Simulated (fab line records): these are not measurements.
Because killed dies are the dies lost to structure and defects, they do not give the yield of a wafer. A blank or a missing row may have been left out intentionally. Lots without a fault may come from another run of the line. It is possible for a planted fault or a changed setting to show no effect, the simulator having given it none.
fab line records :: flow berkeley_cmos170 :: part 2 of 2: steps 33 to 44 of 44
record:
  lots: 6
  wafers: 18
  last_day: 12
route steps=331 shown CONTACT@226 M1@238 V1@254 M3@331
lots untouched by any fault: they come from a run of this same line in which no faults occurred
start_h: the number of hours between the record's first day and the start of the first shown wafer of the lot :: wait_h: how many hours have passed since the lot's step before this one :: " repeats the value in the row above :: L1.1+2: several wafers, shown together as one row :: - either no value or no given start :: * or withheld: withheld :: < > ~ a bound
route shown NAME@n: NAME is a module with steps in the file, n the number in the route of the first one :: usual: mean/standard deviation of fault-free wafers :: same: alike in all rows :: chamber/n: place in a boat :: sites: per-site readings :: _std_site: standard deviation across them :: _edge_site: mean of outer sites minus mean of inner sites :: radius_mm: how far each site lies from the wafer's centre :: mask NAME#n: copy n :: behind: the tool/chamber that last shaped the wafer :: hold: reason for holding the lot/hours on hold/outcome of the hold :: device: transistor that didn't switch, given as n, p or np :: end of line: at the end of the route, the tests of the same wafers :: where a step has no rows: the recipe by itself :: killed: not the wafer's yield, but the dies lost to structure and defects at the first sort :: map: dies across one wafer; x = killed, . = not, _ = none there
set.NAME: the setting the step ran with; set.NAME@STEP: the setting that earlier step ran with :: model.NAME: the simulator's own value behind a step, which no gauge read
a table for each step, a row for each wafer; lots at some steps of the route
services: the hour from which a tool's chamber was out of use, counted from the record's first day as start_h (under 0 if before that day), plus the number of hours and why
== steps ==
step: UCB170_V1_THK_MEAS_04
recipe:
  reads: SiO2_of_V1_CVD_00
usual:
  V1_POLISHED_THK: 1000.2/1.2
lot.wafer: L730.4
tool: film_metro-01
chamber: -
start_h: 185.05
wait_h: 0.1
V1_POLISHED_THK[nm]: 1000.9

lot.wafer: L730.5
tool: film_metro-01
chamber: -
start_h: 185.05
wait_h: 0.1
V1_POLISHED_THK[nm]: 999.8

lot.wafer: L730.6
tool: film_metro-01
chamber: -
start_h: 185.05
wait_h: 0.1
V1_POLISHED_THK[nm]: 998.7

lot.wafer: L733.3
tool: film_metro-04
chamber: -
start_h: 197.20
wait_h: 0.1
V1_POLISHED_THK[nm]: 997.3

lot.wafer: L733.4
tool: film_metro-04
chamber: -
start_h: 197.20
wait_h: 0.1
V1_POLISHED_THK[nm]: 1000.5

lot.wafer: L733.5
tool: film_metro-04
chamber: -
start_h: 197.20
wait_h: 0.1
V1_POLISHED_THK[nm]: 1000.7

lot.wafer: L740.1
tool: film_metro-01
chamber: -
start_h: 223.10
wait_h: 0.1
V1_POLISHED_THK[nm]: 1000.5

lot.wafer: L740.4
tool: film_metro-01
chamber: -
start_h: 223.10
wait_h: 0.1
V1_POLISHED_THK[nm]: 1000.5

lot.wafer: L740.6
tool: film_metro-01
chamber: -
start_h: 223.10
wait_h: 0.1
V1_POLISHED_THK[nm]: 999.1

lot.wafer: L738.1
tool: film_metro-01
chamber: -
start_h: 225.76
wait_h: 0.1
V1_POLISHED_THK[nm]: 1000.6

lot.wafer: L738.2
tool: film_metro-01
chamber: -
start_h: 225.76
wait_h: 0.1
V1_POLISHED_THK[nm]: 1000.1

lot.wafer: L738.6
tool: film_metro-01
chamber: -
start_h: 225.76
wait_h: 0.1
V1_POLISHED_THK[nm]: 999.7

lot.wafer: L747.3
tool: film_metro-01
chamber: -
start_h: 270.45
wait_h: 0.1
V1_POLISHED_THK[nm]: 1000.9

lot.wafer: L747.4
tool: film_metro-01
chamber: -
start_h: 270.45
wait_h: 0.1
V1_POLISHED_THK[nm]: 999.7

lot.wafer: L747.5
tool: film_metro-01
chamber: -
start_h: 270.45
wait_h: 0.1
V1_POLISHED_THK[nm]: 999.8

lot.wafer: L748.2
tool: film_metro-03
chamber: -
start_h: 278.96
wait_h: 0.1
V1_POLISHED_THK[nm]: 997.0

lot.wafer: L748.3
tool: film_metro-03
chamber: -
start_h: 278.96
wait_h: 0.1
V1_POLISHED_THK[nm]: 999.6

lot.wafer: L748.6
tool: film_metro-03
chamber: -
start_h: 278.96
wait_h: 0.1
V1_POLISHED_THK[nm]: 1001.5
step: UCB170_V1_CLEAN_05
recipe:
  chemistry: DIW
step: UCB170_V1_HMDS_06
recipe:
  prime_time_s: 60
  prime_temp_c: 100
step: UCB170_V1_COAT_07
recipe:
  resist: KrF
  spin_rpm: 1500
  resist_thk_nm: 900
step: UCB170_V1_SOFTBAKE_08
recipe:
  resist: KrF
  temp_c: 130
  time_s: 60
step: UCB170_V1_EXPOSE_09
recipe:
  mask_id: VIA1
  target_cd_nm: 700
  na: 0.5
  sigma_outer: 0.6
  source_shape: conventional
  dose_mj: 37
step: UCB170_V1_PEB_10
recipe:
  peb_temp_c: 130
  peb_time_s: withheld
  resist: KrF
step: UCB170_V1_DEVELOP_11
recipe:
  developer: TMAH
  develop_time_s: 45
  resist: KrF
  dev_temp_c: 21
step: UCB170_V1_CD_MEAS_12
recipe:
  target_cd_nm: 700
usual:
  cd_nm: 700.1/1.2
lot.wafer: L730.4
tool: cd_sem-02
chamber: -
start_h: 188.79
wait_h: -
cd_nm: 701.1

lot.wafer: L730.5
tool: cd_sem-02
chamber: -
start_h: 188.79
wait_h: -
cd_nm: 701.6

lot.wafer: L730.6
tool: cd_sem-02
chamber: -
start_h: 188.79
wait_h: -
cd_nm: 701.6

lot.wafer: L733.3
tool: cd_sem-02
chamber: -
start_h: 198.45
wait_h: -
cd_nm: 698.2

lot.wafer: L733.4
tool: cd_sem-02
chamber: -
start_h: 198.45
wait_h: -
cd_nm: 699.2

lot.wafer: L733.5
tool: cd_sem-02
chamber: -
start_h: 198.45
wait_h: -
cd_nm: 697.9

lot.wafer: L740.1
tool: cd_sem-02
chamber: -
start_h: 224.46
wait_h: -
cd_nm: 701.5

lot.wafer: L740.4
tool: cd_sem-02
chamber: -
start_h: 224.46
wait_h: -
cd_nm: 702.0

lot.wafer: L740.6
tool: cd_sem-02
chamber: -
start_h: 224.46
wait_h: -
cd_nm: 700.1

lot.wafer: L738.1
tool: cd_sem-01
chamber: -
start_h: 229.54
wait_h: -
cd_nm: 698.4

lot.wafer: L738.2
tool: cd_sem-01
chamber: -
start_h: 229.54
wait_h: -
cd_nm: 698.7

lot.wafer: L738.6
tool: cd_sem-01
chamber: -
start_h: 229.54
wait_h: -
cd_nm: 698.7

lot.wafer: L747.3
tool: cd_sem-02
chamber: -
start_h: 273.99
wait_h: -
cd_nm: 700.0

lot.wafer: L747.4
tool: cd_sem-02
chamber: -
start_h: 273.99
wait_h: -
cd_nm: 701.7

lot.wafer: L747.5
tool: cd_sem-02
chamber: -
start_h: 273.99
wait_h: -
cd_nm: 700.9

lot.wafer: L748.2
tool: cd_sem-01
chamber: -
start_h: 281.00
wait_h: -
cd_nm: 701.0

lot.wafer: L748.3
tool: cd_sem-01
chamber: -
start_h: 281.00
wait_h: -
cd_nm: 701.8

lot.wafer: L748.6
tool: cd_sem-01
chamber: -
start_h: 281.00
wait_h: -
cd_nm: 701.5
step: UCB170_V1_OVL_MEAS_13
usual:
  V1_OVL: -2/5.1
lot.wafer: L730.4
tool: overlay-02
chamber: -
start_h: 188.87
wait_h: 0.1
V1_OVL[nm]: -2

lot.wafer: L730.5
tool: overlay-02
chamber: -
start_h: 188.87
wait_h: 0.1
V1_OVL[nm]: 6

lot.wafer: L730.6
tool: overlay-02
chamber: -
start_h: 188.87
wait_h: 0.1
V1_OVL[nm]: -7

lot.wafer: L733.3
tool: overlay-02
chamber: -
start_h: 198.54
wait_h: 0.1
V1_OVL[nm]: -6

lot.wafer: L733.4
tool: overlay-02
chamber: -
start_h: 198.54
wait_h: 0.1
V1_OVL[nm]: -5

lot.wafer: L733.5
tool: overlay-02
chamber: -
start_h: 198.54
wait_h: 0.1
V1_OVL[nm]: -5

lot.wafer: L740.1
tool: overlay-01
chamber: -
start_h: 224.58
wait_h: 0.1
V1_OVL[nm]: -2

lot.wafer: L740.4
tool: overlay-01
chamber: -
start_h: 224.58
wait_h: 0.1
V1_OVL[nm]: -7

lot.wafer: L740.6
tool: overlay-01
chamber: -
start_h: 224.58
wait_h: 0.1
V1_OVL[nm]: -5

lot.wafer: L738.1
tool: overlay-01
chamber: -
start_h: 229.67
wait_h: 0.1
V1_OVL[nm]: 4

lot.wafer: L738.2
tool: overlay-01
chamber: -
start_h: 229.67
wait_h: 0.1
V1_OVL[nm]: -2

lot.wafer: L738.6
tool: overlay-01
chamber: -
start_h: 229.67
wait_h: 0.1
V1_OVL[nm]: -2

lot.wafer: L747.3
tool: overlay-01
chamber: -
start_h: 274.09
wait_h: 0.1
V1_OVL[nm]: 2

lot.wafer: L747.4
tool: overlay-01
chamber: -
start_h: 274.09
wait_h: 0.1
V1_OVL[nm]: 9

lot.wafer: L747.5
tool: overlay-01
chamber: -
start_h: 274.09
wait_h: 0.1
V1_OVL[nm]: 3

lot.wafer: L748.2
tool: overlay-01
chamber: -
start_h: 281.11
wait_h: 0.1
V1_OVL[nm]: 12

lot.wafer: L748.3
tool: overlay-01
chamber: -
start_h: 281.11
wait_h: 0.1
V1_OVL[nm]: 5

lot.wafer: L748.6
tool: overlay-01
chamber: -
start_h: 281.11
wait_h: 0.1
V1_OVL[nm]: 7
step: UCB170_V1_ETCH_14
recipe:
  chemistry: CHF3/CF4/Ar
  target: SiO2
  stop_on: Al
  CHF3_flow_sccm: 45
  cf4_flow_sccm: 15
  Ar_flow_sccm: 150
  pressure_mtorr: 200
  rf_w: 700
  target_depth_a: 12500
  over_etch_frac: 0.25
  time_s: 291
usual:
  chamber_pressure_mTorr: 199.99/0.19
  drypump_motor_current_A: 5.8/0.52
  oes_product_au: 0.878/0.01
  throttle_valve_pct: 6.92/0.12
lot.wafer: L730.4
tool: rie_diel-01
chamber: 3
start_h: 188.89
wait_h: 0.0
chamber_pressure_mTorr: 200.32
drypump_motor_current_A: 5.9
oes_product_au: 0.863
rf_hours_counter_h: 83
throttle_valve_pct: 7.05
model.Al_of_M1_SPUTTER_00.thk_nm: 600.9

lot.wafer: L730.5
tool: rie_diel-01
chamber: 2
start_h: 188.89
wait_h: 0.0
chamber_pressure_mTorr: 199.95
drypump_motor_current_A: 5.4
oes_product_au: 0.877
rf_hours_counter_h: -
throttle_valve_pct: 6.90
model.Al_of_M1_SPUTTER_00.thk_nm: 606.9

lot.wafer: L730.6
tool: rie_diel-01
chamber: 1
start_h: 188.89
wait_h: 0.0
chamber_pressure_mTorr: 200.05
drypump_motor_current_A: 6.1
oes_product_au: 0.886
rf_hours_counter_h: -
throttle_valve_pct: 7.00
model.Al_of_M1_SPUTTER_00.thk_nm: 606.5

lot.wafer: L733.3
tool: rie_diel-03
chamber: 0
start_h: 198.57
wait_h: 0.0
chamber_pressure_mTorr: 199.99
drypump_motor_current_A: 4.7
oes_product_au: 0.878
rf_hours_counter_h: 115
throttle_valve_pct: 7.08
model.Al_of_M1_SPUTTER_00.thk_nm: 594.3

lot.wafer: L733.4
tool: rie_diel-03
chamber: 3
start_h: 198.57
wait_h: 0.0
chamber_pressure_mTorr: 200.10
drypump_motor_current_A: 6.4
oes_product_au: 0.870
rf_hours_counter_h: 52
throttle_valve_pct: 6.95
model.Al_of_M1_SPUTTER_00.thk_nm: 602.5

lot.wafer: L733.5
tool: rie_diel-03
chamber: 2
start_h: 198.57
wait_h: 0.0
chamber_pressure_mTorr: 200.03
drypump_motor_current_A: 6.1
oes_product_au: 0.875
rf_hours_counter_h: -
throttle_valve_pct: 6.97
model.Al_of_M1_SPUTTER_00.thk_nm: 596.5

lot.wafer: L740.1
tool: rie_diel-01
chamber: 1
start_h: 224.62
wait_h: 0.0
chamber_pressure_mTorr: 200.21
drypump_motor_current_A: 6.0
oes_product_au: 0.894
rf_hours_counter_h: 90
throttle_valve_pct: 6.98
model.Al_of_M1_SPUTTER_00.thk_nm: 574.1

lot.wafer: L740.4
tool: rie_diel-01
chamber: 0
start_h: 224.62
wait_h: 0.0
chamber_pressure_mTorr: 199.69
drypump_motor_current_A: 6.1
oes_product_au: 0.883
rf_hours_counter_h: 114
throttle_valve_pct: 6.74
model.Al_of_M1_SPUTTER_00.thk_nm: 583.2

lot.wafer: L740.6
tool: rie_diel-01
chamber: 2
start_h: 224.62
wait_h: 0.0
chamber_pressure_mTorr: 199.65
drypump_motor_current_A: 5.4
oes_product_au: 0.878
rf_hours_counter_h: -
throttle_valve_pct: 6.90
model.Al_of_M1_SPUTTER_00.thk_nm: 577.9

lot.wafer: L738.1
tool: rie_diel-03
chamber: 2
start_h: 229.71
wait_h: 0.0
chamber_pressure_mTorr: 200.03
drypump_motor_current_A: 6.1
oes_product_au: 0.871
rf_hours_counter_h: 30
throttle_valve_pct: 6.97
model.Al_of_M1_SPUTTER_00.thk_nm: 583.3

lot.wafer: L738.2
tool: rie_diel-03
chamber: 3
start_h: 229.71
wait_h: 0.0
chamber_pressure_mTorr: 199.99
drypump_motor_current_A: 6.3
oes_product_au: 0.879
rf_hours_counter_h: 54
throttle_valve_pct: 6.95
model.Al_of_M1_SPUTTER_00.thk_nm: 582.7

lot.wafer: L738.6
tool: rie_diel-03
chamber: 1
start_h: 229.71
wait_h: 0.0
chamber_pressure_mTorr: 200.41
drypump_motor_current_A: 5.3
oes_product_au: 0.873
rf_hours_counter_h: -
throttle_valve_pct: 6.99
model.Al_of_M1_SPUTTER_00.thk_nm: 582.6

lot.wafer: L747.3
tool: rie_diel-04
chamber: 1
start_h: 274.11
wait_h: 0.0
chamber_pressure_mTorr: 199.93
drypump_motor_current_A: 5.0
oes_product_au: 0.867
rf_hours_counter_h: 38
throttle_valve_pct: 6.74
model.Al_of_M1_SPUTTER_00.thk_nm: 600.5

lot.wafer: L747.4
tool: rie_diel-04
chamber: 2
start_h: 274.11
wait_h: 0.0
chamber_pressure_mTorr: 199.54
drypump_motor_current_A: 5.9
oes_product_au: 0.894
rf_hours_counter_h: 20
throttle_valve_pct: 6.77
model.Al_of_M1_SPUTTER_00.thk_nm: 592

lot.wafer: L747.5
tool: rie_diel-04
chamber: 2
start_h: 274.11
wait_h: 0.0
chamber_pressure_mTorr: 200.24
drypump_motor_current_A: 5.9
oes_product_au: 0.901
rf_hours_counter_h: -
throttle_valve_pct: 6.77
model.Al_of_M1_SPUTTER_00.thk_nm: 594.2

lot.wafer: L748.2
tool: rie_diel-04
chamber: 1
start_h: 281.14
wait_h: 0.0
chamber_pressure_mTorr: 200.08
drypump_motor_current_A: 4.9
oes_product_au: 0.867
rf_hours_counter_h: 38
throttle_valve_pct: 6.75
model.Al_of_M1_SPUTTER_00.thk_nm: 604.5

lot.wafer: L748.3
tool: rie_diel-04
chamber: 3
start_h: 281.14
wait_h: 0.0
chamber_pressure_mTorr: 200.11
drypump_motor_current_A: 6.3
oes_product_au: 0.864
rf_hours_counter_h: 21
throttle_valve_pct: 6.97
model.Al_of_M1_SPUTTER_00.thk_nm: 599.5

lot.wafer: L748.6
tool: rie_diel-04
chamber: 1
start_h: 281.14
wait_h: 0.0
chamber_pressure_mTorr: 199.75
drypump_motor_current_A: 5.0
oes_product_au: 0.872
rf_hours_counter_h: -
throttle_valve_pct: 6.74
model.Al_of_M1_SPUTTER_00.thk_nm: 601.9
step: UCB170_M3_PROBE_99
lot.wafer: L730.4
tool: prober-01
chamber: -
start_h: 197.77
wait_h: 0.2
model.etest.m1.rs_ohm_sq: 0.04837

lot.wafer: L730.5
tool: prober-01
chamber: -
start_h: 197.82
wait_h: 0.2
model.etest.m1.rs_ohm_sq: 0.04789

lot.wafer: L730.6
tool: prober-01
chamber: -
start_h: 197.87
wait_h: 0.2
model.etest.m1.rs_ohm_sq: 0.048

lot.wafer: L733.3
tool: prober-01
chamber: -
start_h: 206.66
wait_h: 0.2
model.etest.m1.rs_ohm_sq: 0.04887

lot.wafer: L733.4
tool: prober-01
chamber: -
start_h: 206.71
wait_h: 0.2
model.etest.m1.rs_ohm_sq: 0.04812

lot.wafer: L733.5
tool: prober-01
chamber: -
start_h: 206.76
wait_h: 0.2
model.etest.m1.rs_ohm_sq: 0.04852

lot.wafer: L740.1
tool: prober-01
chamber: -
start_h: 233.43
wait_h: 0.1
model.etest.m1.rs_ohm_sq: 0.05074

lot.wafer: L740.4
tool: prober-01
chamber: -
start_h: 233.58
wait_h: 0.2
model.etest.m1.rs_ohm_sq: 0.04957

lot.wafer: L740.6
tool: prober-01
chamber: -
start_h: 233.68
wait_h: 0.2
model.etest.m1.rs_ohm_sq: 0.04993

lot.wafer: L738.1
tool: prober-01
chamber: -
start_h: 238.61
wait_h: 0.1
model.etest.m1.rs_ohm_sq: 0.05032

lot.wafer: L738.2
tool: prober-01
chamber: -
start_h: 238.66
wait_h: 0.1
model.etest.m1.rs_ohm_sq: 0.05021

lot.wafer: L738.6
tool: prober-01
chamber: -
start_h: 238.86
wait_h: 0.2
model.etest.m1.rs_ohm_sq: 0.04976

lot.wafer: L747.3
tool: prober-02
chamber: -
start_h: 284.69
wait_h: 0.2
model.etest.m1.rs_ohm_sq: 0.04803

lot.wafer: L747.4
tool: prober-02
chamber: -
start_h: 284.74
wait_h: 0.2
model.etest.m1.rs_ohm_sq: 0.04897

lot.wafer: L747.5
tool: prober-02
chamber: -
start_h: 284.79
wait_h: 0.2
model.etest.m1.rs_ohm_sq: 0.04852

lot.wafer: L748.2
tool: prober-01
chamber: -
start_h: 291.39
wait_h: 0.1
model.etest.m1.rs_ohm_sq: 0.04767

lot.wafer: L748.3
tool: prober-01
chamber: -
start_h: 291.44
wait_h: 0.2
model.etest.m1.rs_ohm_sq: 0.04874

lot.wafer: L748.6
tool: prober-01
chamber: -
start_h: 291.59
wait_h: 0.2
model.etest.m1.rs_ohm_sq: 0.04794
killed by level:class
L730.4 FIELD:geometric_particle:open=1 SPACER:geometric_particle:short=1 V2:geometric_particle:open=1
L730.6 SILICIDE:geometric_particle:short=1
L733.3 ACTIVE:area_etch=3 SPACER:geometric_particle:short=1
L733.4 GATE:geometric_particle:open=3 SILICIDE:geometric_particle:short=2 FIELD:geometric_particle:open=1 SPACER:geometric_particle:open=1 M2:geometric_particle:short=1 ACTIVE:area_etch=1
L733.5 SILICIDE:geometric_particle:short=1
L740.1 WELLDRIVE:geometric_particle:open=1 ACTIVE:geometric_particle:open=1 GATE:geometric_particle:short=1 V1:geometric_particle:short=1 M3:geometric_particle:short=1
L740.4 GATE:geometric_particle:open=1 M2:geometric_particle:short=1 M3:geometric_particle:open=1 M3:geometric_particle:short=1
L740.6 SCREENOX:geometric_particle:short=1 GATE:geometric_particle:open=1
L747.3 GATE:geometric_particle:open=2 WELLDRIVE:geometric_particle:short=1 WELLDRIVE:geometric_particle:open=1 ACTIVE:geometric_particle:short=1 SPACER:geometric_particle:short=1 V2:geometric_particle:short=1
L747.4 ACTIVE:geometric_particle:open=1
L747.5 M3:geometric_particle:short=1
L748.2 V2:geometric_particle:short=1
L748.3 GATE:geometric_particle:open=1 CONTACT:geometric_particle:open=1 M2:geometric_particle:short=1
L748.6 GATE:geometric_particle:short=1 GATE:geometric_particle:open=1
== services ==
tool: pvd_sputter-02
chamber: -
start_h: 160.47
hours: 4.9
kind: repair

tool: cmp-02
chamber: -
start_h: 164.40
hours: 2.1
kind: repair

tool: rie_metal-01
chamber: 1
start_h: 170.32
hours: 11.7
kind: repair

tool: rie_metal-01
chamber: -
start_h: 183.74
hours: 2.8
kind: pm

tool: cmp-01
chamber: -
start_h: 186.90
hours: 0.8
kind: repair

tool: rie_diel-03
chamber: -
start_h: 190.23
hours: 2.0
kind: repair

tool: cmp-01
chamber: -
start_h: 198.59
hours: 0.7
kind: repair

tool: rie_metal-01
chamber: -
start_h: 198.76
hours: 0.4
kind: repair

tool: cmp-02
chamber: -
start_h: 200.69
hours: 3.8
kind: repair

tool: rie_diel-04
chamber: 3
start_h: 204.72
hours: 4.5
kind: repair

tool: rie_diel-02
chamber: 2
start_h: 205.61
hours: 3.8
kind: repair

tool: cmp-01
chamber: -
start_h: 206.85
hours: 1.9
kind: repair

tool: cmp-01
chamber: -
start_h: 207.92
hours: 1.8
kind: repair

tool: rie_diel-04
chamber: 0
start_h: 223.10
hours: 10.7
kind: repair

tool: cmp-02
chamber: -
start_h: 232.00
hours: 4.0
kind: pm

tool: rie_diel-03
chamber: -
start_h: 239.31
hours: 0.2
kind: repair

tool: rie_diel-04
chamber: -
start_h: 239.83
hours: 15.6
kind: pm

tool: rie_diel-01
chamber: -
start_h: 247.67
hours: 0.4
kind: repair

tool: cmp-01
chamber: -
start_h: 248.37
hours: 0.3
kind: repair

tool: rie_diel-02
chamber: 1
start_h: 260.36
hours: 2.8
kind: repair

tool: rie_diel-03
chamber: -
start_h: 269.70
hours: 0.4
kind: repair

tool: cmp-01
chamber: -
start_h: 271.10
hours: 2.7
kind: repair

tool: rie_diel-02
chamber: 3
start_h: 272.13
hours: 3.3
kind: repair

tool: rie_metal-04
chamber: 0
start_h: 272.92
hours: 40.5
kind: repair
== key ==
first_sign:
  step: UCB170_M1_SPUTTER_00
  reading: chamber_pressure_pa
  direction: up
  sigmas: 77
  usual: 0.4999
  struck: 0.5775
effect:
  step: UCB170_M1_SPUTTER_00
  reading: throttle_valve_pct
  direction: down
  sigmas: 3.1
  usual: 29.7
  struck: 27.2
effect:
  step: UCB170_M1_RS_MEAS_01
  reading: M1_AL_RS
  direction: up
  sigmas: 2.7
  usual: 0.0487
  struck: 0.0502
effect:
  step: UCB170_M1_THK_MEAS_02
  reading: M1_AL_THK
  direction: down
  sigmas: 3
  usual: 589
  struck: 570
model_effect:
  step: UCB170_M1_SPUTTER_00
  value: Al_of_M1_SPUTTER_00.thk_nm
  without: 607
  struck: 580.7
model_effect:
  step: UCB170_M1_METAL_ETCH_12
  value: M1.feature_depth_nm
  without: 644.9
  struck: 618.6
model_effect:
  step: UCB170_V1_ETCH_14
  value: Al_of_M1_SPUTTER_00.thk_nm
  without: 605.9
  struck: 579.6
model_effect:
  step: UCB170_M3_PROBE_99
  value: etest.m1.rs_ohm_sq
  without: 0.04792
  struck: 0.05009
met_at UCB170_M1_SPUTTER_00
struck_wafers L738.1,L738.2,L738.6,L740.1,L740.4,L740.6
sort_left_out L738.1,L738.2,L738.6
onset_between 179.87 218.94
fault:
  kind: process_parameter_drift
  tool: pvd_sputter-04
  chamber: -
  onset_h: 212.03
  steps: UCB170_M1_SPUTTER_00
  channel: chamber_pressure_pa
  offset: 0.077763
  shape: step
  end_h: 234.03
  acts_in: these_recipes_only
  stated: 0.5
sort_left_out: the simulated sort isn't trusted on such a fault, so these wafers' sort isn't shown, and their yield isn't known
